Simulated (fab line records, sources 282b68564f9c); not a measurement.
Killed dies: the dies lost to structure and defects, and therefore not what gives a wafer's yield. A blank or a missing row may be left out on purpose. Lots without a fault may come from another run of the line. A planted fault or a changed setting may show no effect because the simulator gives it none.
Problem report in the 8D (eight disciplines) form, filled by code	flow ritCmos	the parts of the form that need people (team, actions taken, sign-off) are left out

== 1. THE PROBLEM ==
At RIT_SILICIDE_RTA_04, wafer_temp_C_max averages 722.3 over 6 wafers from 2 lots, while fault-free wafers read 653.3, standard deviation 0.87. That puts it +79 standard deviations away from the usual mean.
The step: time 10 s, ramp up 5 s, ramp down 5 s.
First observed at day 7 11:33: wafer L713.1, on rtpAnneal-01. Wafers with a number at this step in the record: 42, from 14 lots. Rule for "out", or "out of limits": more than 4 standard deviations from the usual mean. All remaining wafers that have a number are taken as sound.

== 2. WHAT THIS IS AND IS NOT ==
question	is	is not
which readings at this step	wafer_temp_C_max	chamberO2Ppm
which lots	L713, L715	L693, L695, L697, L698, L699, L700, L701, L703, L705, L706, L707, L708
which wafers of those lots	all that have a number	-
read on which tools	rtpAnneal-01	rtpAnneal-02
when	from day 7 11:33	up to then (36 sound wafers)

== 3. SUSPECTS, AND WHAT RULES EACH OUT ==
Counting: any tool at a process step up to the reading is kept as a suspect provided that every lot that is out went through it and no sound lot did after the first of them.
- plasmaAsher-04 at RIT_PWELL_STRIP_09 (strips in O2, time 180 s): kept. It ran every lot that is out, first L713 (day 6 04:43), and no sound lot after that; its last sound lot up to then is L708 (day 5 02:56).
- rtpAnneal-01 at RIT_SILICIDE_RTA_04 (time 10 s, ramp up 5 s, ramp down 5 s): kept. It ran every lot that is out, first L713 (day 7 11:33), and no sound lot after that; its last sound lot up to then is L707 (day 6 05:50). Its own readings are out on those wafers: wafer_temp_C_max.
After counting, plasmaAsher-04 at RIT_PWELL_STRIP_09 and rtpAnneal-01 at RIT_SILICIDE_RTA_04 remain.

== 4. THE CAUSE (what the simulator had put in) ==
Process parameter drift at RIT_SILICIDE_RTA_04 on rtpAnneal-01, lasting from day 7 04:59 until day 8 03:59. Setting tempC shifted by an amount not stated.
2 suspects survive the count, and this tool is in that group.

== 5. SEQUENCE OF EFFECTS, ordered by route ==
Each row: a reading where the mean over the struck wafers with a number is more than 3 standard deviations away from the usual. Only readings whose record carries a usual standard deviation are examined. hours: median over the lots of the time between each lot's start at the first step of this table that gives one and its start at this step. sigmas: the change, counted in usual standard deviations.
hours	step	reading	usual	on struck wafers	change	sigmas
0	RIT_SILICIDE_RTA_04	wafer_temp_C_max	653.3	722.3	+69.0	+79
Process steps it contains:
- RIT_SILICIDE_RTA_04: time 10 s, ramp up 5 s, ramp down 5 s.

== 6. WHAT WOULD HAVE CAUGHT IT SOONER ==
In this record no reading fell out of limits until day 7 11:33, 7 hours after the fault had begun at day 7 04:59.
